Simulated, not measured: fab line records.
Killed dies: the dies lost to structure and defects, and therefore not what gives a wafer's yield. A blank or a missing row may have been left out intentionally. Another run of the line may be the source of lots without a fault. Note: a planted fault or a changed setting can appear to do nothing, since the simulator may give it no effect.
fab line records	flow berkeley-cmos170
[record] lots = 6	wafers = 18	last-day = 13
route steps=331 shown NLDD@166 SPACER@171 PSD@175 M3@331
lots untouched by any fault: they come from a run of this same line in which no faults occurred
start-h: hours from the record's opening day to when the first of the lot's shown wafers began	wait-h: hours from the lot's prior step to this one	" identical to the entry in the row above	L1.1+2: several wafers, shown together as one row	- no value, or no start was given	* or withheld: withheld	< > ~ a bound
route shown NAME@n: names a module that has steps shown in the file, with the first one's number in the route	usual: average and standard deviation across the fault-free wafers	same: alike in all rows	chamber/n: place in a boat	sites: readings site by site	_std_site: the values' standard deviation	_edge_site: mean of outer sites minus mean of inner sites	radius-mm: for every site, how far away it sits from the centre of the wafer	mask NAME#n: copy n	behind: the tool/chamber that last shaped the wafer	hold: what put the lot on hold/how long, in hours/how the hold closed	device: the transistor (n, p or np) that didn't switch	end of line: tests of these same wafers at the route's end	step lacking rows: just its recipe	killed: dies lost to structure and defects at the first sort, not the wafer's yield	map: the dies of a wafer, with x for killed, . for not killed, _ for no die there
set.NAME: the run value of the setting; set.NAME@STEP: its run value at that earlier step	model.NAME: the simulator's own value behind a step, which no gauge read
lots seen at some steps along the route; tables by step, rows by wafer
services: a tool's chamber out of use, with start hour (start-h, from the record's first day; less than 0 if before it), hours out, and reason
[[steps]]
[step UCB170_NLDD_IMPLANT_08]
[recipe] species = As	dose-cm2 = 5e+13	energy-kev = 30	tilt-deg = 7	rotation-deg = 0
[step UCB170_NLDD_IMPLANT_09]
[recipe] species = As	dose-cm2 = 5e+13	energy-kev = 30	tilt-deg = 7.131	rotation-deg = 180
[step UCB170_NLDD_STRIP_10]
[recipe] chemistry = O2	power-w = 400	pressure-mtorr = 3500	platen-temp-c = withheld	o2-flow-sccm = 400	overash-fraction = 0.5
[usual] drypump-motor-current-A = 5.55/0.28	oes-product-au = 0.734/0.0047	strip-time-to-endpoint-s = 21.61/0.065
[same] overash-fraction = 0.5
lot.wafer	tool	chamber	start-h	wait-h	drypump-motor-current-A	oes-product-au	rf-hours-counter-h	strip-time-to-endpoint-s
L599.2	plasma-asher-02	0	168.91	0.1	5.86	0.741	46	21.60
L599.3	"	0	"	"	5.84	0.733	-	21.58
L599.5	"	1	"	"	5.31	0.722	-	21.53
L602.1	plasma-asher-04	1	201.04	0.1	5.99	0.737	45	21.61
L602.2	"	0	"	"	5.46	0.736	45	21.60
L602.3	"	0	"	"	5.44	0.727	-	21.63
L605.3	plasma-asher-04	1	201.38	0.1	6.01	0.734	-	21.53
L605.4	"	0	"	"	5.46	0.733	-	21.58
L605.5	"	1	"	"	5.98	0.741	-	21.56
L609.1	plasma-asher-02	1	229.00	0.1	5.27	0.737	53	21.80
L609.2	"	0	"	"	5.86	0.730	53	21.71
L609.3	"	1	"	"	5.26	0.741	-	21.72
L613.1	plasma-asher-03	1	242.51	0.1	5.59	0.727	13	21.73
L613.3	"	1	"	"	5.61	0.730	-	21.66
L613.5	"	0	"	"	5.19	0.728	-	21.69
L618.4	plasma-asher-03	0	280.27	0.1	5.24	0.727	-	21.70
L618.5	"	1	"	"	5.58	0.734	-	21.72
L618.6	"	0	"	"	5.22	0.738	-	21.67
[step UCB170_NLDD_TW_MEAS_11]
[usual] NLDD_TW = 2201/21
lot.wafer	tool	chamber	start-h	wait-h	NLDD_TW
L599.2	film-metro-04	-	169.02	0.1	2212
L599.3	"	-	"	"	2209
L599.5	"	-	"	"	2208
L602.1	film-metro-04	-	201.14	0.1	2214
L602.2	"	-	"	"	2199
L602.3	"	-	"	"	2208
L605.3	film-metro-02	-	201.46	0.1	2207
L605.4	"	-	"	"	2202
L605.5	"	-	"	"	2194
L609.1	film-metro-01	-	229.10	0.1	2185
L609.2	"	-	"	"	2185
L609.3	"	-	"	"	2184
L613.1	film-metro-01	-	242.61	0.1	2196
L613.3	"	-	"	"	2193
L613.5	"	-	"	"	2185
L618.4	film-metro-01	-	280.37	0.1	2181
L618.5	"	-	"	"	2183
L618.6	"	-	"	"	2178
[step UCB170_NLDD_CLEAN_12]
[recipe] chemistry = SPM	temp-c = 120	time-s = 600
[step UCB170_SPACER_CVD_00]
[recipe] material = SiO2	target-thk-nm = 376	temp-c = 390	precursor = TEOS/O2	time-s = 47	rf-w = 550	pressure-mtorr = 9000
[usual] heater-power-w = 310/63	susceptor-temp-C = 389.99/0.22
lot.wafer	tool	chamber	start-h	wait-h	heater-power-w	susceptor-temp-C
L599.2	pecvd-04	2	169.52	0.0	315	389.68
L599.3	"	0	"	"	200	390.38
L599.5	"	2	"	"	326	389.99
L602.1	pecvd-03	1	201.38	0.0	424	389.74
L602.2	"	2	"	"	302	390.02
L602.3	"	0	"	"	405	389.93
L605.3	pecvd-01	1	201.68	0.0	263	390.02
L605.4	"	0	"	"	331	390.00
L605.5	"	1	"	"	191	389.82
L609.1	pecvd-01	2	229.33	0.0	275	389.88
L609.2	"	0	"	"	279	389.95
L609.3	"	1	"	"	230	390.16
L613.1	pecvd-03	0	243.12	0.0	399	390.11
L613.3	"	2	"	"	320	389.91
L613.5	"	0	"	"	409	389.96
L618.4	pecvd-03	2	280.61	0.0	320	389.99
L618.5	"	0	"	"	393	389.89
L618.6	"	1	"	"	418	389.82
[step UCB170_SPACER_THK_MEAS_01]
[recipe] reads = SiO2_of_SPACER_CVD_00
[usual] SPACER_TEOS_THK = 375/5.1
lot.wafer	tool	chamber	start-h	wait-h	SPACER_TEOS_THK[nm]
L599.2	film-metro-01	-	169.57	0.0	367
L599.3	"	-	"	"	373
L599.5	"	-	"	"	377
L602.1	film-metro-04	-	201.42	0.0	376
L602.2	"	-	"	"	370
L602.3	"	-	"	"	375
L605.3	film-metro-01	-	201.74	0.0	368
L605.4	"	-	"	"	377
L605.5	"	-	"	"	376
L609.1	film-metro-04	-	229.38	0.0	378
L609.2	"	-	"	"	371
L609.3	"	-	"	"	367
L613.1	film-metro-03	-	243.16	0.0	365
L613.3	"	-	"	"	368
L613.5	"	-	"	"	374
L618.4	film-metro-03	-	280.66	0.0	378
L618.5	"	-	"	"	370
L618.6	"	-	"	"	374
[step UCB170_SPACER_ANNEAL_02]
[recipe] temp-c = 900	time-s = 1800	ambient = N2
[step UCB170_SPACER_ETCHBACK_03]
[recipe] stop-on = Si	target = SiO2	chemistry = CHF3/CF4/Ar	CHF3_flow_sccm = 50	cf4-flow-sccm = 10	Ar_flow_sccm = 120	pressure-mtorr = 200	rf-w = 500	target-depth-a = 3760	time-s = 100
[usual] drypump-motor-current-A = 5.6/0.38	oes-product-au = 0.899/0.016	throttle-valve-pct = 6.47/0.1
lot.wafer	tool	chamber	start-h	wait-h	drypump-motor-current-A	oes-product-au	rf-hours-counter-h	throttle-valve-pct
L599.2	rie-diel-02	1	174.96	0.0	5.5	0.860	134	6.62
L599.3	"	2	"	"	5.8	0.879	93	6.56
L599.5	"	1	"	"	5.5	0.888	-	6.63
L602.1	rie-diel-04	2	208.85	0.0	5.8	0.926	3	6.51
L602.2	"	3	"	"	5.5	0.888	6	6.49
L602.3	"	0	"	"	6.1	0.897	16	6.34
L605.3	rie-diel-03	0	208.85	0.0	5.2	0.877	10	6.28
L605.4	"	0	"	"	5.2	0.892	-	6.28
L605.5	"	2	"	"	5.8	0.913	-	6.57
L609.1	rie-diel-04	1	236.52	0.0	5.6	0.904	111	6.42
L609.2	"	3	"	"	5.5	0.890	7	6.50
L609.3	"	2	"	"	5.7	0.907	4	6.50
L613.1	rie-diel-02	2	249.20	0.0	5.8	0.874	96	6.56
L613.3	"	1	"	"	5.5	0.872	137	6.63
L613.5	"	3	"	"	4.9	0.914	-	6.45
L618.4	rie-diel-03	2	286.66	0.0	5.8	0.913	4	6.55
L618.5	"	3	"	"	5.5	0.867	-	6.41
L618.6	"	0	"	"	5.2	0.886	-	6.29
[step UCB170_PSD_HMDS_00]
[recipe] prime-time-s = 60	prime-temp-c = 100
[step UCB170_PSD_COAT_01]
[recipe] resist = KrF	spin-rpm = 1500	resist-thk-nm = 900
[step UCB170_PSD_SOFTBAKE_02]
[recipe] resist = KrF	temp-c = 130	time-s = 60
[step UCB170_PSD_EXPOSE_03]
[recipe] mask-id = PSELECT_MOD	na = 0.5	sigma-outer = 0.6	source-shape = conventional	target-cd-nm = 1200	dose-mj = 30
lot.wafer	tool	chamber	start-h	wait-h	mask	model.PSD.overlay-x-nm
L599.2+3+5	krf-scanner-01	0	175.85	0.1	PSELECT_MOD#0	-1.65
L602.1+2+3	krf-scanner-01	0	209.55	0.2	PSELECT_MOD#0	-1.618
L605.3+4+5	krf-scanner-02	0	209.95	0.3	PSELECT_MOD#0	0.1211
L609.1+2+3	krf-scanner-02	0	237.73	0.5	PSELECT_MOD#0	-0.9729
L613.1+3+5	krf-scanner-01	0	250.43	0.6	PSELECT_MOD#0	248.6
L618.4+5+6	krf-scanner-01	0	287.48	0.3	PSELECT_MOD#0	248.8
[step UCB170_PSD_PEB_04]
[recipe] peb-temp-c = 130	peb-time-s = withheld	resist = KrF
[usual] exhaust-pa = 45.1/0.87	plate-sensor-t-centre-C = 131.41/0.01	plate-sensor-t-edge-C = 131.53/0.01	resist-line-temp-C = 22.97/0.11
lot.wafer	tool	chamber	start-h	wait-h	exhaust-pa	plate-sensor-t-centre-C	plate-sensor-t-edge-C	resist-line-temp-C
L599.2	litho-track-04	0	176.31	0.4	44.1	131.4	131.52	22.94
L599.3	"	0	"	"	43.6	131.4	131.54	22.83
L599.5	"	0	"	"	47.0	131.41	131.53	22.98
L602.1	litho-track-04	0	209.70	0.1	45.1	131.41	131.55	22.81
L602.2	"	0	"	"	44.3	131.39	131.56	22.94
L602.3	"	0	"	"	46.1	131.4	131.53	22.97
L605.3	litho-track-02	0	210.08	0.1	44.3	131.39	131.54	23.03
L605.4	"	0	"	"	45.1	131.41	131.54	23.03
L605.5	"	0	"	"	45.5	131.42	131.52	22.93
L609.1	litho-track-04	0	238.49	0.7	44.9	131.4	131.53	22.91
L609.2	"	0	"	"	45.2	131.43	131.52	22.83
L609.3	"	0	"	"	45.1	131.39	131.52	22.89
L613.1	litho-track-02	0	250.72	0.3	44.9	131.42	131.54	22.74
L613.3	"	0	"	"	47.0	131.41	131.53	22.78
L613.5	"	0	"	"	45.8	131.4	131.52	22.84
L618.4	litho-track-04	0	287.62	0.1	46.3	131.41	131.53	22.87
L618.5	"	0	"	"	44.6	131.45	131.51	22.80
L618.6	"	0	"	"	44.8	131.41	131.53	23.00
[step UCB170_PSD_DEVELOP_05]
[recipe] developer = TMAH	develop-time-s = 45	resist = KrF	dev-temp-c = 21
[step UCB170_PSD_CD_MEAS_06]
[recipe] target-cd-nm = 1200
[usual] cd-nm = 1199.6/1.2
lot.wafer	tool	chamber	start-h	wait-h	cd-nm
L599.2	cd-sem-02	-	176.58	-	1200.0
L599.3	"	-	"	"	1200.7
L599.5	"	-	"	"	1199.3
L602.1	cd-sem-01	-	209.97	-	1201.4
L602.2	"	-	"	"	1201.8
L602.3	"	-	"	"	1199.8
L605.3	cd-sem-01	-	210.34	-	1198.8
L605.4	"	-	"	"	1199.3
L605.5	"	-	"	"	1198.5
L609.1	cd-sem-02	-	238.76	-	1201.1
L609.2	"	-	"	"	1200.4
L609.3	"	-	"	"	1200.4
L613.1	cd-sem-01	-	250.99	-	1200.1
L613.3	"	-	"	"	1199.0
L613.5	"	-	"	"	1199.0
L618.4	cd-sem-02	-	287.88	-	1198.0
L618.5	"	-	"	"	1197.4
L618.6	"	-	"	"	1196.6
[step UCB170_PSD_OVL_MEAS_07]
[usual] PSD_OVL = -3/4.7
lot.wafer	tool	chamber	start-h	wait-h	PSD_OVL[nm]
L599.2	overlay-02	-	176.68	0.1	-1
L599.3	"	-	"	"	-3
L599.5	"	-	"	"	-4
L602.1	overlay-02	-	210.09	0.1	-1
L602.2	"	-	"	"	-3
L602.3	"	-	"	"	-6
L605.3	overlay-02	-	210.43	0.1	-3
L605.4	"	-	"	"	-8
L605.5	"	-	"	"	-4
L609.1	overlay-02	-	238.88	0.1	-8
L609.2	"	-	"	"	-1
L609.3	"	-	"	"	-5
L613.1	overlay-01	-	251.11	0.1	248
L613.3	"	-	"	"	245
L613.5	"	-	"	"	250
L618.4	overlay-02	-	287.95	0.1	246
L618.5	"	-	"	"	249
L618.6	"	-	"	"	247
[step UCB170_PSD_IMPLANT_08]
[recipe] species = B	dose-cm2 = 3e+15	energy-kev = 20	tilt-deg = 7
[step UCB170_M3_PROBE_99]
lot.wafer	tool	chamber	start-h	wait-h	model.etest.select-edge-diode-p.leak-log10-a
L599.2	prober-02	-	201.39	0.1	-12.21
L599.3	prober-02	-	201.44	0.2	-12.12
L599.5	prober-02	-	201.54	0.2	-12.17
L602.1	prober-01	-	239.76	0.1	-12.12
L602.2	prober-01	-	239.81	0.1	-12.15
L602.3	prober-01	-	239.86	0.2	-11.97
L605.3	prober-01	-	240.53	0.2	-12.28
L605.4	prober-01	-	240.58	0.2	-11.92
L605.5	prober-01	-	240.63	0.2	-11.99
L609.1+2	prober-01	-	267.79	0.1	-12.24
L609.3	prober-01	-	267.89	0.2	-12.01
L613.1	prober-01	-	278.89	0.1	-9.101
L613.3	prober-01	-	278.99	0.2	-9.391
L613.5	prober-01	-	279.09	0.2	-9.245
L618.4	prober-01	-	320.74	0.2	-8.946
L618.6	prober-01	-	320.84	0.2	-8.93
// killed by level:class
L599.2 START:geometric-particle:open=1 GATE:geometric-particle:open=1 SILICIDE:geometric-particle:short=1 SILICIDE:geometric-particle:open=1 M2:geometric-particle:short=1 M3:geometric-particle:short=1
L599.3 ACTIVE:area-etch=2 GATE:geometric-particle:short=1 SILICIDE:geometric-particle:short=1 V1:geometric-particle:short=1 M2:geometric-particle:short=1
L599.5 SILICIDE:geometric-particle:open=1
L602.1 M3:geometric-particle:short=1
L602.2 WELLDRIVE:geometric-particle:short=1 SPACER:geometric-particle:short=1
L602.3 V1:geometric-particle:short=1
L605.3 START:geometric-particle:open=1 SILICIDE:geometric-particle:short=1
L605.4 SILICIDE:geometric-particle:short=1
L605.5 WELLDRIVE:geometric-particle:open=1 SILICIDE:geometric-particle:short=1 CONTACT:geometric-particle:open=1
L609.1 FIELD:geometric-particle:short=1
L609.2 ACTIVE:geometric-particle:open=1 SCREENOX:geometric-particle:short=1 M1:geometric-particle:short=1 M2:geometric-particle:short=1
L609.3 V1:geometric-particle:short=2 SACOX:geometric-particle:open=1 GATE:geometric-particle:open=1 SPACER:geometric-particle:open=1 M1:geometric-particle:short=1
L613.1 GATE:geometric-particle:open=2 GATE:geometric-particle:short=1
L613.3 ACTIVE:geometric-particle:short=1 GATE:geometric-particle:open=1
L613.5
[[services]]
tool	chamber	start-h	hours	kind
plasma-asher-03	-	148.96	0.4	repair
rie-diel-03	-	152.39	1.2	repair
krf-scanner-02	-	161.00	1.3	pm
pecvd-03	-	163.78	0.5	repair
rie-diel-03	3	172.67	4.9	repair
rie-diel-02	-	175.94	0.7	repair
rie-diel-04	0	179.32	10.0	repair
rie-diel-04	2	199.01	1.7	repair
rie-diel-04	2	203.03	2.4	repair
krf-scanner-01	-	204.68	0.8	pm
pecvd-01	0	209.75	3.3	repair
krf-scanner-02	-	211.01	1.0	pm
rie-diel-02	-	211.60	2.8	pm
rie-diel-04	0	214.54	6.8	repair
rie-diel-02	0	224.07	87.1	repair
pecvd-04	-	224.98	0.6	repair
krf-scanner-01	-	226.16	1.3	pm
pecvd-04	-	232.70	14.6	pm
pecvd-01	-	242.50	14.0	pm
plasma-asher-04	-	250.51	2.0	repair
krf-scanner-01	-	254.96	0.3	repair
rie-diel-04	2	274.14	1.5	repair
krf-scanner-01	-	278.14	1.0	pm
rie-diel-02	-	282.30	1.3	repair
[[key]]
[first-sign] step = UCB170_PSD_OVL_MEAS_07	reading = PSD_OVL	direction = up	sigmas = 53	usual = -3	struck = 247
effect none on later readings
[model-effect] step = UCB170_PSD_EXPOSE_03	value = PSD.overlay-x-nm	without = 1.007	struck = 248.7
[model-effect] step = UCB170_M3_PROBE_99	value = etest.select-edge-diode-p.leak-log10-a	without = -12.08	struck = -9.122
met-at UCB170_PSD_EXPOSE_03
struck-wafers L613.1,L613.3,L613.5,L618.4,L618.5,L618.6
sort-left-out L618.4,L618.5,L618.6
tester-left-out L613,L618
onset-between 209.55 250.43
also-fits time
[fault] kind = scanner-matching-overlay	tool = krf-scanner-01	chamber = -	onset-h = 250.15	steps = UCB170_PSD_EXPOSE_03	offset = 247.7
// tester-left-out: of these lots the tester's yield and bins aren't shown, on N5 and GAA mostly nor the transistor test; their killed dies are dies lost to structure and defects alone, not to doping, threshold or leakage, so they don't give the yield
// sort-left-out: the simulated sort isn't trusted on such a fault, so these wafers' sort isn't shown, and their yield isn't known
